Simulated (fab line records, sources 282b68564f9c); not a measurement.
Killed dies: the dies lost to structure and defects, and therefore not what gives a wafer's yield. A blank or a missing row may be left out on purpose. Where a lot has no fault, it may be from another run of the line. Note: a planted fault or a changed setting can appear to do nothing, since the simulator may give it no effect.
Problem report, 8D (eight disciplines) form, completed by code + flow rit cmos + the parts of the form that need people (team, actions taken, sign-off) are left out

## 1. WHAT IS WRONG
run length s at RIT_M1_STRIP_13 reads a mean of 704 s on 6 wafers of 2 lots; wafers without a fault read 629 s with a standard deviation of 3.9. That is +19 standard deviations from the usual mean.
The step: strips in nmp, time 600 s.
First seen on wafer L952.1, day 4 23:44, on wet bench-01. The record holds 42 wafers of 14 lots with a number at this step. By rule, "out" or "out of limits" means more than 4 standard deviations away from the usual mean. The rest of the wafers with a number are treated as sound.

## 2. WHAT IT IS AND WHAT IT IS NOT
| question                    | is                     | is not                                                                                                   |
|-----------------------------|------------------------|----------------------------------------------------------------------------------------------------------|
| which readings at this step | run length s           | -                                                                                                        |
| which lots                  | L952, L955             | L945, L946, L947, L949, L951, L960, L962, L964, L965, L966, L967, L968                                   |
| which wafers of those lots  | all that have a number | -                                                                                                        |
| read on which tools         | wet bench-01           | wet bench-03, wet bench-04                                                                               |
| when                        | from day 4 23:44       | up to then (15 sound wafers); but 21 sound wafers of L960, L962, L964, L965, L966, L967, L968 came after |

## 3. WHAT RULES OUT EACH SUSPECT
Counting: a tool at any process step up to the reading remains a suspect when it ran all the lots that are out and ran no sound lot after the first of those.
- wet bench-01 at RIT_M1_STRIP_13 (strips in nmp, time 600 s): ruled out as a lasting fault. Sound lots L965, L967, L968 ran on it after its first lot that is out, L952 (day 4 23:44).
Left after counting: nothing in the record.

## 4. THE CAUSE (what the simulator had put in)
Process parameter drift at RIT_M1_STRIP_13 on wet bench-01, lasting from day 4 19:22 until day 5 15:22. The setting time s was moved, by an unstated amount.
Counting ruled it out, wrongly.

## 5. THE CHAIN OF EFFECTS, in route order
Each row: a reading where the mean over the struck wafers with a number is more than 3 standard deviations away from the usual. Only readings whose record carries a usual standard deviation are examined. hours: median over the lots of the time between each lot's start at the first step of this table that gives one and its start at this step. sigmas: the change, counted in usual standard deviations.
| hours | step            | reading      | usual | on struck wafers | change | sigmas |
|-------|-----------------|--------------|-------|------------------|--------|--------|
| 0     | RIT_M1_STRIP_13 | run length s | 629 s | 704              | +76    | +19    |
The process steps in it:
- RIT_M1_STRIP_13: strips in nmp, time 600 s.

## 6. HOW IT WOULD HAVE BEEN CAUGHT EARLIER
In this record the first reading out of limits was taken at day 4 23:44, 4 hours after the fault began at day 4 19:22.
